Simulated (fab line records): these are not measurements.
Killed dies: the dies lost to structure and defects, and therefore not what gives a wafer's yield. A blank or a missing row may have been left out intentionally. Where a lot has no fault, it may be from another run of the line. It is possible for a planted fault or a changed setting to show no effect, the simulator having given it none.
Which tool did it? + flow ritCmos + at 1 step of a route of 202, 7 lots with 21 wafers sampled

WHAT THE GAUGES SHOWED, per wafer
RIT_NLDD_OVL_MEAS_06.
| lot  | measured     | on         | NLDD_OVL (nm)  |
|------|--------------|------------|----------------|
| L886 | day 2 22:24  | overlay-01 | 0.6 -0.6 -0.9  |
| L888 | day 3 17:36  | overlay-01 | 2.4 0.3 2.5    |
| L895 | day 5 06:51  | overlay-01 | -2.3 -1.4 -1.7 |
| L900 | day 6 05:01  | overlay-01 | 0.7 0.9 -1.3   |
| L903 | day 6 18:17  | overlay-01 | -3.0 -2.2 -1.3 |
| L906 | day 7 08:44  | overlay-01 | -2.1 -1.2 -0.8 |
| L907 | day 19 01:05 | overlay-02 | 0.0 1.8 1.8    |

WHICH TOOL RAN EACH LOT (tool, then ch and the chambers of the sampled wafers, then the start)
Record: no process step prior to these readings.

THE ANSWER, worked out from the rows above alone
Rule: usual is defined by the lots themselves. The widest of any qualifying gaps counts: lots, ordered by their means at a reading, are off when they make up no more than a third of the lots, leave a main group of 4 or more, and stand apart from it by 3 or more times the standard deviation of that group's means. The tables above print the reading to a certain number of digits; a main group whose means all agree to those digits is not used. A lot without any number at a reading at which 4 lots or more have one is off too. All remaining lots with rows at the step are treated as sound.
None of the lots is off at any reading shown; this tells nothing.

WHAT THE SIMULATOR HAD PUT IN
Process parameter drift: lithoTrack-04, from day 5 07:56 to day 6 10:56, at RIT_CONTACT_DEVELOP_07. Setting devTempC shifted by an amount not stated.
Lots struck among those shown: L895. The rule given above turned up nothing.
